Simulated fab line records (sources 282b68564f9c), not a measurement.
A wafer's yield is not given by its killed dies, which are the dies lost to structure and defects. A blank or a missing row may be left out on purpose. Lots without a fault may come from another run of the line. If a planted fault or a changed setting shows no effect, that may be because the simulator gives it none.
Split-lot study ; flow rit_cmos ; on a route of 202 steps: 5 lots, 23 wafers read

== THE SPLIT ITSELF ==
At RIT_M1_METAL_ETCH_12 (etches Al in Cl2/BCl3, stops on SiO2, time 165 s, target depth 600 nm), the setting over_etch_frac was moved away from the recipe's 0.5 on 10 of the 23 wafers read, by -22.2% to +28.8%. For the rest of the wafers, this setting stayed at what the recipe calls for.

The split's own step is where the reading is taken.

== THE READING ==
oes_product_au, in a.u., at RIT_M1_METAL_ETCH_12 (etches Al in Cl2/BCl3, stops on SiO2, time 165 s, target depth 600 nm). Fault-free wafers of this fab line usually give 0.773 a.u., standard deviation 0.012 a.u.

wafer;tool, chamber at the split;over_etch_frac as run;against the recipe;oes_product_au, a.u.;against lot-mates on the recipe
L076.1;rie_metal-03, 1;0.3891;-22.2%;0.799;+0.029
L076.3;rie_metal-03, 0;0.5;recipe;0.781;-
L076.4;rie_metal-03, 1;0.3891;-22.2%;0.794;+0.024
L076.5;rie_metal-03, 0;0.3891;-22.2%;0.813;+0.043
L076.6;rie_metal-03, 1;0.5;recipe;0.758;-
L078.1;rie_metal-01, 1;0.6063;+21.3%;0.731;-0.046
L078.2;rie_metal-01, 0;0.5;recipe;0.786;-
L078.3;rie_metal-01, 1;0.5;recipe;0.764;-
L078.5;rie_metal-01, 1;0.6063;+21.3%;0.738;-0.039
L078.6;rie_metal-01, 0;0.5;recipe;0.782;-
L079.1;rie_metal-03, 0;0.6441;+28.8%;0.740;-0.030
L079.2;rie_metal-03, 1;0.5;recipe;0.761;-
L079.3;rie_metal-03, 1;0.6441;+28.8%;0.732;-0.038
L079.4;rie_metal-03, 0;0.5;recipe;0.780;-
L079.5;rie_metal-03, 1;0.6441;+28.8%;0.724;-0.046
L082.3;rie_metal-03, 0;0.5;recipe;0.771;-
L082.5;rie_metal-03, 0;0.5;recipe;0.766;-
L082.6;rie_metal-03, 1;0.5;recipe;0.754;-
L084.2;rie_metal-01, 0;0.5;recipe;0.790;-
L084.3;rie_metal-01, 0;0.5961;+19.2%;0.764;-0.031
L084.4;rie_metal-01, 0;0.5;recipe;0.801;-
L084.5;rie_metal-01, 0;0.5961;+19.2%;0.766;-0.029
L084.6;rie_metal-01, 0;0.5;recipe;0.795;-

FIT RESULTS
A straight line over all 23 wafers: oes_product_au changes by -0.00136 a.u. for each +1% of over_etch_frac; r = -0.84; the points scatter about the line by 0.014 a.u.
The same after taking each lot's own level away (the mean of its wafers on the recipe; 23 wafers): -0.0015 a.u. for each +1%; r = -0.94; scatter 0.0087 a.u.
According to that fit, moving over_etch_frac by its largest amount changes the reading by 0.043 a.u.
Across the lots, their own levels run from 0.7637 to 0.7953 a.u., a range of 2.6 times the standard deviation given above.
Hence the lot-to-lot level has little effect on the slope; both slopes agree.
Check: with one of the wafers moved furthest among these (+28.8%) left out of the fit, the line predicts -0.0463 a.u. for it against its lot-mates. Against them it came out at -0.0305 a.u.
Tool readings at the split's step, against how far the setting was moved: oes_product_au r = -0.84.

== THESE WAFERS: OTHER SPLITS ==
Note: prior to the reading, these wafers also went through further splits. Each is held against what the fit with the lots' levels taken away leaves over:
other split on the same wafers;wafers away from the commonest value;r with oes_product_au (lot level and that fit taken away)
RIT_NSD_COAT_01 spin_rpm;9;-0.05
RIT_NSD_IMPLANT_08 dose_cm2;10;+0.21
RIT_SDANNEAL_RTA_03 time_s;6;+0.39
RIT_SILICIDE_SPUTTER_01 power_w;8;-0.13

== THE WHOLE CHAIN: every reading that the file lists as answering this split, in the file's order ==
step;what it does;reading;change (the file's fit);r (the file's)
RIT_M1_METAL_ETCH_12;etches Al in Cl2/BCl3, stops on SiO2, time 165 s, target depth 600 nm;oes_product_au;-0.00155 a.u. for each +1% of the setting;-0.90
RIT_M1_METAL_ETCH_12;etches Al in Cl2/BCl3, stops on SiO2, time 165 s, target depth 600 nm;NOVOLAK_of_M1_COAT_04.thk_nm (the simulator's own value, which no gauge read);-1.25 nm for each +1% of the setting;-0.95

== FILE'S OWN FIT ==
oes_product_au changes by -0.00155 a.u. for each +1% of over_etch_frac, r = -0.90.
